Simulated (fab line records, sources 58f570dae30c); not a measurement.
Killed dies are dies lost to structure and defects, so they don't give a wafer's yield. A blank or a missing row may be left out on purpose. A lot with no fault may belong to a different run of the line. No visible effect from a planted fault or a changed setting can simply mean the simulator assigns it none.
Check for tools in common    flow berkeley-cmos170    Lots sampled 13, wafers sampled 39

THE REASON FOR OPENING IT
Of 13 lots, 3 have the reading GATE_OXIDE_THK flagged at UCB170_GATE_THK_MEAS_02. Fault-free wafers read 6.61 nm, with a standard deviation of 0.11.
Rule: a lot is flagged when every wafer of it that has a number lies more than 4 standard deviations from that mean, or none has a number. The rest of the lots are taken to be sound.

lot   measured      on             GATE_OXIDE_THK (nm), wafer by wafer  flag
L205  day 6 10:44   film-metro-02  6.55 6.61 6.73                       
L206  day 6 10:44   film-metro-04  6.53 6.55 6.55                       
L207  day 7 00:29   film-metro-04  6.76 6.68 6.63                       
L209  day 7 02:15   film-metro-04  6.64 6.57 6.76                       
L208  day 7 02:17   film-metro-02  6.60 6.44 6.41                       
L210  day 7 09:50   film-metro-02  6.85 6.74 6.90                       
L212  day 7 09:52   film-metro-03  6.64 6.60 6.62                       
L211  day 7 09:53   film-metro-02  6.54 6.62 6.44                       
L216  day 8 09:36   film-metro-03  7.76 7.64 7.72                       FLAGGED
L221  day 9 22:32   film-metro-03  7.57 7.65 7.50                       FLAGGED
L223  day 9 22:36   film-metro-03  7.55 7.71 7.87                       FLAGGED
L226  day 10 16:40  film-metro-04  6.51 6.50 6.50                       
L228  day 11 02:58  film-metro-02  6.58 6.60 6.74                       
On average the flagged lots' numbers are 7.66 nm, which is +1.05 nm against the usual, or +10 standard deviations.

EACH LOT AND THE TOOL IT RAN ON
The record holds 1 process step before the reading, out of a route of 331 steps. Read each cell as the tool, then ch plus the chambers that the sampled wafers visited, then the start.
lot   flag     UCB170_PWELL_ETCH_14
L205           rie-diel-02 ch 0,2, day 3 06:48
L206           rie-diel-03 ch 0,1,2, day 3 06:52
L207           rie-diel-03 ch 0,1,2, day 3 10:17
L209           rie-diel-03 ch 0,1,2, day 3 17:34
L208           rie-diel-02 ch 0,1,2, day 3 14:18
L210           rie-diel-01 ch 0,1,3, day 3 22:07
L212           rie-diel-02 ch 0,1,2, day 4 15:38
L211           rie-diel-02 ch 0,1, day 4 07:29
L216  FLAGGED  rie-diel-01 ch 0,3, day 5 18:32
L221  FLAGGED  rie-diel-02 ch 1,2,3, day 6 16:54
L223  FLAGGED  rie-diel-02 ch 0,1,2, day 7 00:14
L226           rie-diel-01 ch 1,2, day 7 08:40
L228           rie-diel-03 ch 0,2, day 7 20:05
These steps, and what they do:
- UCB170_PWELL_ETCH_14: etches Si3N4 in CH3F/Ar/O2, stops on SiO2, target depth 242 nm, time 151 s.
- UCB170_GATE_THK_MEAS_02

FLAGGED OVER TOTAL, TOOL BY TOOL (the gauges that took the reading come last)
step                     tool           lots run  flagged  share of the flagged lots  sound lots run after its first flagged lot
UCB170_PWELL_ETCH_14     rie-diel-01    3         1        some                       1 (L226)
UCB170_PWELL_ETCH_14     rie-diel-02    6         2        some                       0
UCB170_PWELL_ETCH_14     rie-diel-03    4         0        none                       -
UCB170_GATE_THK_MEAS_02  film-metro-02  5         0        none                       -
UCB170_GATE_THK_MEAS_02  film-metro-03  4         3        all                        0
UCB170_GATE_THK_MEAS_02  film-metro-04  4         0        none                       -

WHAT THE TABLE ALLOWS
All flagged lots share 1 row of the table, namely film-metro-03 at UCB170_GATE_THK_MEAS_02.
- film-metro-03 at UCB170_GATE_THK_MEAS_02: 3 of its 4 lots flagged. Its last sound lot is L212 (day 7 09:52), its first flagged lot L216 (day 8 09:36): a fault that began between those two fits.
What remains is a single tool, film-metro-03 at UCB170_GATE_THK_MEAS_02.

WHAT HAD BEEN PUT IN BY THE SIMULATOR
Metrology matching offset: film-metro-03, from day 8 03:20 on, at UCB170_GATE_THK_MEAS_02. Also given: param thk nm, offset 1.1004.
Lots struck among those shown: L216, L221, L223. Same finding as the rule above.
